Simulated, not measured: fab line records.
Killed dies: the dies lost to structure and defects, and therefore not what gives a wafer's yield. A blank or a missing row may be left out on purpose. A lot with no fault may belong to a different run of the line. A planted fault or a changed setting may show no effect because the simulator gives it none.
Comparing a struck lot with a sound one | flow ritCmos | 15 out of 202 route steps
Sound: these wafers, L303.1, L303.5, L303.6. Struck: wafers L315.1, L315.2, L315.3. The cause is given at the end.
At each step with rows: each side's tool, then ch and its chambers, then its first start. Under that, the readings that differ: sound wafers | struck wafers | difference of the means | sigmas: that difference in standard deviations of wafers without a fault.
alike: readings whose means differ by less than 2 such deviations, and words and numbers that are the same on both sides. not compared: withheld readings, readings that some wafer has no value for, bounds like >300 that may hide the same value, and numbers for which the record gives no deviation and whose values overlap.
The two part at a step that has a row with sigmas, a row that says differs or no value, or rows on one side only. Numbers that have no deviation but don't overlap get no sigmas and don't part them. A reading that every wafer of one side lacks parts them only if that side has two wafers or more.

first, 1 step without rows for these wafers: RIT_ACTIVE_OXIDATION_01 (target thk 46.8 nm, ox time 3360 s).
RIT_ACTIVE_THK_MEAS_02:
  sound: filmMetro-03 at day 2 19:00; struck: filmMetro-04 at day 5 07:05
  alike: ACTIVE_OXIDE_THK
then, 1 step without rows for these wafers: RIT_ACTIVE_CVD_03 (deposits Si3N4 from SiH2Cl2/NH3, target thk 150 nm, time 1500 s).
RIT_ACTIVE_THK_MEAS_04:
  sound: filmMetro-04 at day 2 21:22; struck: filmMetro-03 at day 5 08:33
  alike: ACTIVE_NITRIDE_THK
then, 6 steps without rows for these wafers: RIT_ACTIVE_HMDS_05 (prime time 60 s); RIT_ACTIVE_COAT_06 (resist thk 1000 nm); RIT_ACTIVE_SOFTBAKE_07 (time 60 s); RIT_ACTIVE_EXPOSE_08 (exposes mask M1, target cd 1400 nm); RIT_ACTIVE_PEB_09; RIT_ACTIVE_DEVELOP_10 (develop time 50 s).
RIT_ACTIVE_CD_MEAS_11: the cd target is 1400 nm.
  sound: cdSem-01 at day 2 22:53; struck: cdSem-01 at day 5 09:41
  alike: cdNm
then, 1 step without rows for these wafers: RIT_ACTIVE_HARDBAKE_12 (time 60 s).
RIT_ACTIVE_ETCH_13: etches Si3N4 in SF6, stops on SiO2, time 210 s, target depth 210 nm.
  sound on rieDiel-01 ch 2,3, day 2 23:10; struck on rieDiel-04 ch 1,2,3, day 5 10:09
reading                                    | sound             | struck            | difference | sigmas
model.NOVOLAK_of_ACTIVE_COAT_06.thkNm (nm) | 654.6 653.4 654.5 | 677.6 675.9 680.3 | +23.8      | 
  alike: drypumpMotorCurrentA, oesProductAu, throttleValvePct
  not compared: rfHoursCounterH
RIT_ACTIVE_STRIP_14: strips in O2, time 180 s.
  sound on plasmaAsher-01 ch 0,1, day 2 23:18; struck on plasmaAsher-01 ch 0,1, day 5 10:17
  alike: drypumpMotorCurrentA
  not compared: rfHoursCounterH
next, for these wafers, 1 step has no rows: RIT_M1_PROBE_99.

WHERE THEY PART
Nowhere in this record.

WHY: what the simulator had put in
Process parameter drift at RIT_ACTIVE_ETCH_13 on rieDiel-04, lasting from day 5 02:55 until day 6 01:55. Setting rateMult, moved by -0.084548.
